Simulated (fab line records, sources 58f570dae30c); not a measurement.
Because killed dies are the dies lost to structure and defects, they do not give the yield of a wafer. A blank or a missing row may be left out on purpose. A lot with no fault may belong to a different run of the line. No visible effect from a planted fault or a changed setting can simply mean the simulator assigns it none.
2 desks, one fault    flow berkeley cmos170    each desk has only its own numbers; what lay behind them comes last

== THE TOOL OWNER'S DESK: krf scanner-02 ==
The tool's own readings at UCB170_ACTIVE_EXPOSE_10 (exposes mask ACTIVE, target cd 1200 nm): means of the sampled wafers that have a number, for each lot that ran on this tool. If a lot's mean is further than 4 standard deviations from the usual mean, the lot is out of limits and carries the mark OUT (the distance appears in the brackets).
Columns: A = exposure dose mJ cm2 at UCB170_ACTIVE_EXPOSE_10, usual 19.979; B = focus offset nm at UCB170_ACTIVE_EXPOSE_10, usual 0.0 nm
lot   first seen here  A                  B
L283  day 4 11:17      19.987             -0.3
L284  day 5 03:41      20.010             0.7
L287  day 5 19:59      19.947             -0.1
L288  day 6 01:23      19.976             0.0
L290  day 6 10:55      19.950             -0.4
L296  day 7 22:47      19.808 (-7.4) OUT  0.2
This desk finds L296 out of limits, L296 being first, at day 7 22:47 (exposure dose mJ cm2 at UCB170_ACTIVE_EXPOSE_10). L283, L284, L287, L288, L290: within limits.

== AT THE METROLOGY DESK ==
Lot by lot, what the gauges showed, no matter which tool ran the lot: averages of those sampled wafers that carry a number. If a lot's mean is further than 4 standard deviations from the usual mean, the lot is out of limits and carries the mark OUT (the distance appears in the brackets).
Columns: A = cd nm at UCB170_ACTIVE_CD_MEAS_13, usual 1200.1 nm; B = V1_POLISHED_THK at UCB170_V1_THK_MEAS_04, usual 998.9 nm
lot   first seen here  A                  B
L283  day 4 12:12      1199.9             998.3
L284  day 5 04:25      1200.4             997.4
L287  day 5 20:35      1200.2             998.0
L288  day 6 01:50      1201.4             998.9
L290  day 6 11:18      1199.0             999.8
L296  day 7 23:10      1191.0 (-6.1) OUT  997.2
L297  day 7 23:25      1198.4             999.0
L300  day 8 16:58      1198.9             999.7
L298  day 8 17:04      1201.1             998.5
L302  day 9 04:36      1200.2             998.9
L303  day 9 04:59      1202.0             998.9
L306  day 9 16:01      1201.7             1000.4
L305  day 10 09:24     1201.9             1001.2
This desk finds L296 out of limits, L296 being first, at day 7 23:10 (cd nm at UCB170_ACTIVE_CD_MEAS_13). L283, L284, L287, L288, L290, L297, L300, L298, L302, L303, L306, L305: within limits.

== PUT TOGETHER ==
An alarm could have come from the tool owner's desk at day 7 22:47, on L296.
An alarm was possible from the metrology desk at day 7 23:10, on L296.
UCB170_ACTIVE_EXPOSE_10 was run on krf scanner-02 by each of the lots named.

== WHAT HAD BEEN PUT IN BY THE SIMULATOR ==
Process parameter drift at UCB170_ACTIVE_EXPOSE_10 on krf scanner-02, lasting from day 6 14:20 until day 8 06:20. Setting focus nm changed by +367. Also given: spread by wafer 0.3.
Struck lots among those shown: L296.
Hours from the fault's start to each desk's first reading out of limits: the tool owner's desk, 32; the metrology desk, 33.
